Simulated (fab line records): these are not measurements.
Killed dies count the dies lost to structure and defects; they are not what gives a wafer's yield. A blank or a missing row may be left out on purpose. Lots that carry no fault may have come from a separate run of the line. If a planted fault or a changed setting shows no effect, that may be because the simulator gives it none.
Chamber matching || flow berkeleyCmos170 || cmp-01 running UCB170_V1_CMP_02: 4 sister chambers
The step polishes SiO2. 4 wafers are shown with their chamber, then 7 later ones without.

## WAFERS PAIRED WITH THEIR CHAMBERS
{"wafer": "L523.2", "chamber": 3, "motorCurrentA (A)": 16.1}
{"wafer": "L524.4", "chamber": 1, "motorCurrentA (A)": 15.3}
{"wafer": "L527.1", "chamber": 0, "motorCurrentA (A)": 14.6}
{"wafer": "L527.3", "chamber": 2, "motorCurrentA (A)": 16.8}

## WAFERS WITH NO CHAMBER GIVEN
{"wafer": "L527.4", "motorCurrentA (A)": 16.1}
{"wafer": "L528.4", "motorCurrentA (A)": 16.6}
{"wafer": "L528.5", "motorCurrentA (A)": 15.0}
{"wafer": "L528.6", "motorCurrentA (A)": 14.9}
{"wafer": "L540.1", "motorCurrentA (A)": 15.4}
{"wafer": "L540.3", "motorCurrentA (A)": 15.7}
{"wafer": "L540.4", "motorCurrentA (A)": 15.1}

## THE CHAMBER EACH PASSED THROUGH
{"wafer": "L527.4", "from the rows above": 3, "in truth": 3}
{"wafer": "L528.4", "from the rows above": "can't be placed: 2 or 3", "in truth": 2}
{"wafer": "L528.5", "from the rows above": "can't be placed: 1 or 0", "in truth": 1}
{"wafer": "L528.6", "from the rows above": "can't be placed: 0 or 1", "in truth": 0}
{"wafer": "L540.1", "from the rows above": 1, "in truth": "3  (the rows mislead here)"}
{"wafer": "L540.3", "from the rows above": "can't be placed: 1 or 3", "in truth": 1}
{"wafer": "L540.4", "from the rows above": "can't be placed: 1 or 0", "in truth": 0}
Correctly placed: 1 of 7. Unplaceable from these rows: 5, with the true chamber sitting among the candidates in 5. 1 placed wrongly.
How it was worked out, from the rows above alone: a wafer's distance from a chamber is the root of the sum, over the readings, of the square of ((its reading less the chamber's mean) divided by the reading's scatter). The wafer belongs to the nearest chamber; if the next one is less than 2 further off, it can't be placed. A chamber's mean is the mean of its shown wafers. The scatter: with one shown wafer a chamber, the root of the mean of the squares of how far each hidden wafer lies from its nearest shown one.
